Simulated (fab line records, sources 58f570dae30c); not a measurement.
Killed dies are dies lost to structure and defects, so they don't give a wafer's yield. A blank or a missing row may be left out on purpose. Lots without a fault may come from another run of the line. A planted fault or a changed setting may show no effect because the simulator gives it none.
A struck lot beside a sound one | flow berkeley_cmos170 | 14 steps out of a route of 331
Sound: wafers L184.2, L184.3, L184.4. Struck: wafers L200.2, L200.5, L200.6. The cause comes at the end.
At each step with rows: each side's tool, then ch and its chambers, then its first start. Under that, the readings that differ: sound wafers | struck wafers | difference of the means | sigmas: that difference in standard deviations of wafers without a fault.
alike: readings whose means differ by less than 2 such deviations, and words and numbers that are the same on both sides. not compared: withheld readings, readings that some wafer has no value for, bounds like >300 that may hide the same value, and numbers for which the record gives no deviation and whose values overlap.
The two part at a step that has a row with sigmas, a row that says differs or no value, or rows on one side only. Numbers that don't overlap but have no deviation are shown without sigmas and don't part them. A reading that every wafer of one side lacks parts them only if that side has two wafers or more.

first, 2 steps without rows for these wafers: UCB170_GATE_ANNEAL_03 (time 1800 s); UCB170_GATE_CVD_04 (deposits poly-Si from SiH4, time 1440 s, target thk 214 nm).
UCB170_GATE_THK_MEAS_05:
  sound on film_metro-03, day 6 16:10; struck on film_metro-04, day 9 18:54
  alike: GATE_POLY_THK
then, 6 steps without rows for these wafers: UCB170_GATE_COAT_06; UCB170_GATE_COAT_07 (resist thk 900 nm); UCB170_GATE_SOFTBAKE_08 (time 60 s); UCB170_GATE_EXPOSE_09 (exposes mask POLY, target cd 350 nm); UCB170_GATE_PEB_10; UCB170_GATE_DEVELOP_11 (develop time 45 s).
UCB170_GATE_CD_MEAS_12: target cd 350 nm.
  sound on cd_sem-01, day 6 17:13; struck on cd_sem-01, day 9 19:49
  reading    | sound             | struck            | difference | sigmas
  cd_nm (nm) | 346.9 344.9 345.3 | 352.9 351.0 352.6 | +6.5       | +4
UCB170_GATE_OVL_MEAS_13:
  sound on overlay-02, day 6 17:19; struck on overlay-02, day 9 19:55
  alike: GATE_OVL
UCB170_GATE_ETCH_14: etches BARC in N2/H2.
  sound on rie_diel-01 ch 0,1,3, day 6 17:20; struck on rie_diel-03 ch 0,1,3, day 9 19:57
  alike: chamber_pressure_mTorr, drypump_motor_current_A, h2_flow_sccm, oes_product_au, throttle_valve_pct
UCB170_GATE_ETCH_15: etches poly-Si in HBr/Cl2, stops on SiO2, time 56.3 s, target depth 278.2 nm.
  sound on rie_si-02 ch 1,2,3, day 6 17:23; struck on rie_si-01 ch 0,3, day 9 19:59
  reading                               | sound             | struck            | difference | sigmas
  oes_product_au (a.u.)                 | 0.826 0.850 0.809 | 1.003 0.992 1.001 | +0.170     | +10
  run_length_s (s)                      | 84.2 85.2 84.4    | 62.5 62.3 63.1    | -22.0      | -44
  model.GATE.feature_depth_nm (nm)      | 211 211.6 211     | 167.6 165.6 168.7 | -43.9      |
  model.etch.depth_nm (nm)              | 210.9 211.6 211   | 167.6 165.6 168.7 | -43.9      |
  model.KrF_of_GATE_COAT_07.thk_nm (nm) | 778.8 779 779.2   | 822.5 819 825.1   | +43.2      |
  alike: HBr_flow_sccm, chamber_pressure_mTorr, drypump_motor_current_A, he_backside_leak_sccm, throttle_valve_pct
  not compared: rf_hours_counter_h
UCB170_GATE_STRIP_16: strips in O2.
  sound on plasma_asher-03 ch 0,1, day 6 17:26; struck on plasma_asher-03 ch 0,1, day 9 20:02
  alike: chamber_pressure_mTorr, drypump_motor_current_A, oes_product_au
  not compared: rf_hours_counter_h

WHERE THEY PART
First at UCB170_GATE_CD_MEAS_12; last, within this record, at UCB170_GATE_ETCH_15. Later steps at which nothing parts them and some readings are alike: UCB170_GATE_STRIP_16.

WHY: what the simulator had put in
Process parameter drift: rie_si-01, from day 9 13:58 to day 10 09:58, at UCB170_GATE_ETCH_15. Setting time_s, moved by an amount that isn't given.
